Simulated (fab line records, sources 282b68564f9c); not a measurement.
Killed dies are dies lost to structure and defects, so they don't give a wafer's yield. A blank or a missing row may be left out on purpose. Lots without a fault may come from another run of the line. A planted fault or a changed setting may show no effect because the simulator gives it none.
fab line records | flow rit_cmos
record lots=6 wafers=18 last_day=6
route steps=202 shown SDANNEAL@156 PSD@157 NSD@158 PLDD@159 NLDD@160 SILICIDE@161 CONTACT@168 M1@202
lots that met no fault: from a run of the same line without faults
start_h: hours from the record's first day to the start of the lot's first wafer shown | wait_h: hours since the lot's step before | " the same as in the row above | L1.1+2: a row that stands for several wafers | - no value, or no start given | * or withheld: withheld | < > ~ a bound
route shown NAME@n: a module of which the file shows steps, and the number in the route of the first | usual: mean/standard deviation of fault-free wafers | same: alike in all rows | chamber/n: place in a boat | sites: the reading at each site | _std_site: their standard deviation | _edge_site: outer sites' mean less inner sites' | radius_mm: how far each site lies from the wafer's centre | mask NAME#n: copy n | behind: the tool/chamber that last shaped the wafer | hold: why the lot was held/for how many hours/how that ended | device: the transistor (n, p or np) that didn't switch | end of line: the same wafers' tests at the end of the route | a step without rows: its recipe alone | killed: dies lost to structure and defects at the first sort, not the wafer's yield | map: a wafer's dies, x killed, . not, _ none there
set.NAME: the setting as run; set.NAME@STEP: as run at that earlier step | model.NAME: the simulator's own value behind a step, which no gauge read
lots at some steps of the route; a table a step, a row a wafer
services: from which hour (start_h, from the record's first day; less than 0 if before it) a tool's chamber was out of use, for how many hours, and why
## steps
# step RIT_SDANNEAL_RTA_03
# recipe temp_c=1050 time_s=4.891 idle_temp_c=600 ramp_up_c_per_s=342 ramp_down_c_per_s=171 cool_to_c=600 ambient=N2
# usual wafer_temp_C_max=1053.7/1.2
# columns lot.wafer tool chamber start_h wait_h wafer_temp_C_max
L273.3 rtp_anneal-02 0 62.29 0.0 1053.0
L273.4 " 0 " " 1055.0
L273.5 " 0 " " 1051.5
L275.1 rtp_anneal-02 0 70.42 0.0 1056.2
L275.4 " 0 " " 1054.5
L275.6 " 0 " " 1055.4
L279.3 rtp_anneal-02 0 92.53 0.0 1054.2
L279.4 " 0 " " 1055.3
L279.6 " 0 " " 1054.8
L282.1 rtp_anneal-02 0 105.92 0.0 1054.3
L282.3 " 0 " " 1054.0
L282.6 " 0 " " 1052.2
L284.2 rtp_anneal-02 0 115.71 0.0 1053.2
L284.5 " 0 " " 1053.2
L284.6 " 0 " " 1053.2
L287.3 rtp_anneal-01 0 137.80 0.0 1053.9
L287.5 " 0 " " 1054.3
L287.6 " 0 " " 1051.9
# step RIT_SDANNEAL_RS_MEAS_04
# recipe thk_meas_gauge=four-point-probe
# usual PSD_RS=116.3/0.33
# columns lot.wafer tool chamber start_h wait_h PSD_RS[ohm/sq]
L273.3 film_metro-03 - 62.37 0.1 116.6
L273.4 " - " " 116.5
L273.5 " - " " 116.7
L275.1 film_metro-01 - 70.48 0.0 116.4
L275.4 " - " " 116.7
L275.6 " - " " 116.4
L279.3 film_metro-01 - 92.61 0.1 117.0
L279.4 " - " " 117.0
L279.6 " - " " 117.4
L282.1 film_metro-03 - 105.98 0.0 115.9
L282.3 " - " " 116.0
L282.6 " - " " 116.0
L284.2 film_metro-01 - 115.77 0.1 116.5
L284.5 " - " " 116.1
L284.6 " - " " 116.6
L287.3 film_metro-03 - 137.88 0.1 116.3
L287.5 " - " " 116.0
L287.6 " - " " 115.6
# step RIT_SDANNEAL_RS_MEAS_05
# recipe thk_meas_gauge=four-point-probe
# usual NSD_RS=84.51/0.28
# columns lot.wafer tool chamber start_h wait_h NSD_RS[ohm/sq]
L273.3 film_metro-03 - 62.49 0.1 84.38
L273.4 " - " " 84.56
L273.5 " - " " 84.38
L275.1 film_metro-01 - 70.60 0.1 84.45
L275.4 " - " " 84.60
L275.6 " - " " 84.51
L279.3 film_metro-01 - 92.73 0.1 84.91
L279.4 " - " " 84.47
L279.6 " - " " 84.76
L282.1 film_metro-03 - 106.10 0.1 84.09
L282.3 " - " " 84.32
L282.6 " - " " 84.44
L284.2 film_metro-01 - 115.89 0.1 84.79
L284.5 " - " " 84.60
L284.6 " - " " 84.55
L287.3 film_metro-03 - 138.00 0.1 85.00
L287.5 " - " " 84.82
L287.6 " - " " 84.71
# step RIT_SDANNEAL_RS_MEAS_06
# recipe thk_meas_gauge=four-point-probe
# usual PLDD_RS=178.9/0.45
# columns lot.wafer tool chamber start_h wait_h PLDD_RS[ohm/sq]
L273.3 film_metro-03 - 62.61 0.1 179.2
L273.4 " - " " 179.7
L273.5 " - " " 180.0
L275.1 film_metro-01 - 70.72 0.1 179.3
L275.4 " - " " 179.2
L275.6 " - " " 179.0
L279.3 film_metro-01 - 92.85 0.1 179.2
L279.4 " - " " 179.4
L279.6 " - " " 179.5
L282.1 film_metro-03 - 106.22 0.1 178.4
L282.3 " - " " 178.6
L282.6 " - " " 179.1
L284.2 film_metro-01 - 116.01 0.1 179.6
L284.5 " - " " 179.0
L284.6 " - " " 178.8
L287.3 film_metro-03 - 138.12 0.1 178.8
L287.5 " - " " 178.9
L287.6 " - " " 178.9
# step RIT_SDANNEAL_RS_MEAS_07
# recipe thk_meas_gauge=four-point-probe
# usual NLDD_RS=153.2/0.55
# columns lot.wafer tool chamber start_h wait_h NLDD_RS[ohm/sq]
L273.3 film_metro-03 - 62.73 0.1 152.3
L273.4 " - " " 152.4
L273.5 " - " " 152.7
L275.1 film_metro-01 - 70.84 0.1 154.5
L275.4 " - " " 154.0
L275.6 " - " " 154.0
L279.3 film_metro-01 - 92.97 0.1 153.7
L279.4 " - " " 153.0
L279.6 " - " " 152.7
L282.1 film_metro-03 - 106.34 0.1 152.9
L282.3 " - " " 153.0
L282.6 " - " " 152.7
L284.2 film_metro-01 - 116.13 0.1 152.4
L284.5 " - " " 152.1
L284.6 " - " " 152.3
L287.3 film_metro-03 - 138.24 0.1 153.7
L287.5 " - " " 153.3
L287.6 " - " " 153.6
# step RIT_SILICIDE_WET_ETCH_00
# recipe chemistry=BOE target=SiO2 target_depth_nm=14 time_s=15 dry=n2_spin dilution=10:1 temp_c=21.5
# step RIT_SILICIDE_SPUTTER_01
# recipe material=Ti target_thk_nm=30 power_w=350 chamber_pressure_pa=0.667 gas=Ar time_s=240 substrate_temp_c=25
# usual throttle_valve_pct=30.4/0.98
# columns lot.wafer tool chamber start_h wait_h throttle_valve_pct
L273.3 pvd_sputter-04 - 62.83 0.0 30.2
L273.4 " - " " 31.0
L273.5 " - " " 30.3
L275.1 pvd_sputter-04 - 70.97 0.0 29.3
L275.4 " - " " 31.1
L275.6 " - " " 29.5
L279.3 pvd_sputter-03 - 93.07 0.0 32.0
L279.4 " - " " 29.3
L279.6 " - " " 29.2
L282.1 pvd_sputter-03 - 106.47 0.0 29.2
L282.3 " - " " 31.9
L282.6 " - " " 30.1
L284.2 pvd_sputter-03 - 116.25 0.0 30.1
L284.5 " - " " 30.0
L284.6 " - " " 29.3
L287.3 pvd_sputter-04 - 138.33 0.0 29.5
L287.5 " - " " 30.9
L287.6 " - " " 29.7
# step RIT_SILICIDE_RS_MEAS_02
# recipe thk_meas_gauge=four-point-probe reads=Ti_of_SILICIDE_SPUTTER_01
# usual SILICIDE_TI_RS=48.1/0.76
# columns lot.wafer tool chamber start_h wait_h SILICIDE_TI_RS[ohm/sq]
L273.3 film_metro-02 - 63.02 0.1 49.0
L273.4 " - " " 47.8
L273.5 " - " " 48.7
L275.1 film_metro-02 - 71.12 0.1 49.1
L275.4 " - " " 47.5
L275.6 " - " " 48.6
L279.3 film_metro-02 - 93.26 0.1 46.9
L279.4 " - " " 46.9
L279.6 " - " " 47.0
L282.1 film_metro-02 - 106.62 0.1 47.2
L282.3 " - " " 47.0
L282.6 " - " " 48.1
L284.2 film_metro-03 - 116.42 0.1 48.0
L284.5 " - " " 47.6
L284.6 " - " " 47.3
L287.3 film_metro-02 - 138.52 0.1 48.1
L287.5 " - " " 47.5
L287.6 " - " " 48.3
# step RIT_SILICIDE_THK_MEAS_03
# recipe thk_meas_gauge=xrf reads=Ti_of_SILICIDE_SPUTTER_01
# usual SILICIDE_TI_THK=30.4/0.41
# columns lot.wafer tool chamber start_h wait_h SILICIDE_TI_THK[nm]
L273.3 film_metro-02 - 63.12 0.1 30.0
L273.4 " - " " 30.5
L273.5 " - " " 30.2
L275.1 film_metro-02 - 71.24 0.1 30.0
L275.4 " - " " 30.7
L275.6 " - " " 30.0
L279.3 film_metro-02 - 93.36 0.1 31.2
L279.4 " - " " 31.2
L279.6 " - " " 31.0
L282.1 film_metro-02 - 106.74 0.1 30.9
L282.3 " - " " 30.9
L282.6 " - " " 30.4
L284.2 film_metro-03 - 116.53 0.1 30.7
L284.5 " - " " 30.8
L284.6 " - " " 31.0
L287.3 film_metro-02 - 138.62 0.1 30.3
L287.5 " - " " 30.6
L287.6 " - " " 30.2
# step RIT_SILICIDE_RTA_04
# recipe temp_c=650 time_s=10 idle_temp_c=25 ramp_up_s=5 ramp_down_s=5 cool_to_c=25 ambient=N2
# usual wafer_temp_C_max=653.0/0.77
# columns lot.wafer tool chamber start_h wait_h wafer_temp_C_max
L273.3 rtp_anneal-01 0 63.18 0.1 654.9
L273.4 " 0 " " 652.7
L273.5 " 0 " " 654.2
L275.1 rtp_anneal-01 0 71.30 0.1 653.6
L275.4 " 0 " " 653.8
L275.6 " 0 " " 653.3
L279.3 rtp_anneal-01 0 93.42 0.1 654.4
L279.4 " 0 " " 653.9
L279.6 " 0 " " 652.9
L282.1 rtp_anneal-01 0 106.80 0.1 653.6
L282.3 " 0 " " 652.5
L282.6 " 0 " " 653.4
L284.2 rtp_anneal-01 0 116.59 0.1 653.9
L284.5 " 0 " " 653.4
L284.6 " 0 " " 654.2
L287.3 rtp_anneal-02 0 138.68 0.1 652.4
L287.5 " 0 " " 652.3
L287.6 " 0 " " 652.3
# step RIT_SILICIDE_WET_ETCH_05
# recipe chemistry=SPM target=Ti temp_c=90 time_s=120 dry=n2_spin
# step RIT_SILICIDE_RTA_06
# recipe temp_c=750 time_s=10 idle_temp_c=25 ramp_up_s=5 ramp_down_s=10 cool_to_c=25 ambient=N2
# usual wafer_temp_C_max=753.4/0.91
# columns lot.wafer tool chamber start_h wait_h wafer_temp_C_max
L273.3 rtp_anneal-02 0 63.29 0.0 753.5
L273.4 " 0 " " 753.0
L273.5 " 0 " " 752.4
L275.1 rtp_anneal-02 0 71.41 0.0 751.8
L275.4 " 0 " " 753.7
L275.6 " 0 " " 752.9
L279.3 rtp_anneal-02 0 93.53 0.0 752.4
L279.4 " 0 " " 752.6
L279.6 " 0 " " 752.6
L282.1 rtp_anneal-02 0 106.91 0.0 752.9
L282.3 " 0 " " 753.8
L282.6 " 0 " " 753.7
L284.2 rtp_anneal-02 0 116.70 0.0 752.0
L284.5 " 0 " " 753.0
L284.6 " 0 " " 751.9
L287.3 rtp_anneal-01 0 138.79 0.0 754.2
L287.5 " 0 " " 752.8
L287.6 " 0 " " 753.9
# step RIT_CONTACT_CVD_00
# recipe material=SiO2 target_thk_nm=400 precursor=TEOS temp_c=390 time_s=61 rf_w=400
# usual heater_power_w=320/62 susceptor_temp_C=389.99/0.21
# columns lot.wafer tool chamber start_h wait_h heater_power_w susceptor_temp_C
L273.3 pecvd-01 0 63.33 0.0 243 389.93
L273.4 " 2 " " 234 389.82
L273.5 " 0 " " 259 389.67
L275.1 pecvd-03 2 71.48 0.1 365 390.10
L275.4 " 0 " " 334 390.22
L275.6 " 1 " " 208 390.08
L279.3 pecvd-01 2 93.57 0.0 298 389.79
L279.4 " 2 " " 305 389.85
L279.6 " 1 " " 411 389.90
L282.1 pecvd-01 0 106.98 0.1 259 390.00
L282.3 " 1 " " 393 389.91
L282.6 " 1 " " 404 390.15
L284.2 pecvd-03 1 116.76 0.0 235 390.50
L284.5 " 1 " " 249 390.50
L284.6 " 2 " " 288 389.97
L287.3 pecvd-03 0 138.84 0.0 294 389.92
L287.5 " 2 " " 319 390.12
L287.6 " 1 " " 268 389.88
# step RIT_CONTACT_THK_MEAS_01
# recipe reads=SiO2_of_CONTACT_CVD_00
# usual CONTACT_TEOS_THK=399/5.4
# columns lot.wafer tool chamber start_h wait_h CONTACT_TEOS_THK[nm]
L273.3 film_metro-04 - 63.40 0.0 396
L273.4 " - " " 402
L273.5 " - " " 400
L275.1 film_metro-04 - 71.53 0.0 393
L275.4 " - " " 393
L275.6 " - " " 401
L279.3 film_metro-01 - 93.64 0.0 395
L279.4 " - " " 400
L279.6 " - " " 341
L282.1 film_metro-02 - 107.03 0.0 398
L282.3 " - " " 333
L282.6 " - " " 342
L284.2 film_metro-02 - 116.82 0.0 395
L284.5 " - " " 398
L284.6 " - " " 403
L287.3 film_metro-02 - 138.91 0.0 390
L287.5 " - " " 396
L287.6 " - " " 403
# step RIT_CONTACT_HMDS_02
# recipe prime_time_s=60 prime_temp_c=140
# step RIT_M1_PROBE_99
# usual killed_at_M0_to_M3=0.0/0.14 killed_at_front_end=6.5/2.9 killed_dies=6.6/3 killed_open=3.3/2 killed_short=3.3/1.9
# same gross_dies=264 killed_at_M4_up=0 killed_at_back_side=0 killed_at_contacts=0 killed_at_other=0
# columns lot.wafer tool chamber start_h wait_h killed_at_M0_to_M3 killed_at_front_end killed_dies killed_open killed_short
L282.1 prober-02 - 113.66 0.1 1 6 7 1 6
L282.3 prober-02 - 113.76 0.2 0 7 7 4 3
L282.6 prober-02 - 113.91 0.2 0 2 2 1 1
L284.2 prober-02 - 123.21 0.1 0 4 4 4 0
L284.5 prober-02 - 123.36 0.2 0 8 8 6 2
L284.6 prober-02 - 123.41 0.2 0 2 2 1 1
# killed by level:class
L282.1 FOX1:geometric_particle:short=1 FOX2:geometric_particle:short=1 GATE:geometric_particle:short=1 GATE:geometric_particle:open=1 REOX:geometric_particle:short=1 SPACER:geometric_particle:short=1 M1:geometric_particle:short=1
L282.3 GATE:geometric_particle:open=3 FOX1:geometric_particle:short=1 FOX2:geometric_particle:open=1 GATE:geometric_particle:short=1 SPACER:geometric_particle:short=1
L282.6 REOX:geometric_particle:open=1 SILICIDE:geometric_particle:short=1
L284.2 GATE:geometric_particle:open=2 REOX:geometric_particle:open=1 SPACER:geometric_particle:open=1
L284.5 GATE:geometric_particle:open=3 FOX1:geometric_particle:short=1 FOX1:geometric_particle:open=1 GATE:geometric_particle:short=1 REOX:geometric_particle:open=1 SILICIDE:geometric_particle:open=1
L284.6 GATE:geometric_particle:short=1 SPACER:geometric_particle:open=1
## services
# columns tool chamber start_h hours kind
pecvd-03 - 91.22 6.0 pm
rtp_anneal-01 - 102.32 4.2 pm
pvd_sputter-04 - 105.07 0.7 repair
pvd_sputter-04 - 114.59 4.7 repair
pvd_sputter-04 - 124.54 1.8 repair
pecvd-01 1 129.70 8.2 repair
## key
first_sign step=RIT_CONTACT_THK_MEAS_01 reading=CONTACT_TEOS_THK direction=down sigmas=11 usual=399 struck=338
effect none on later readings
met_at RIT_CONTACT_CVD_00
struck_wafers L279.6,L282.3,L282.6
tester_left_out L279,L282
fault kind=site_profile_drift tool=pecvd-01 chamber=1 onset_h=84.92 steps=RIT_CONTACT_CVD_00 basis=fraction max_abs_drift=0.3472 slope_share_per_hr=77.157 site_pattern=0,0,0,0,0,-1,-1,-1,-1
# tester_left_out: of these lots the tester's yield and bins aren't shown, on N5 and GAA mostly nor the transistor test; their killed dies are dies lost to structure and defects alone, not to doping, threshold or leakage, so they don't give the yield
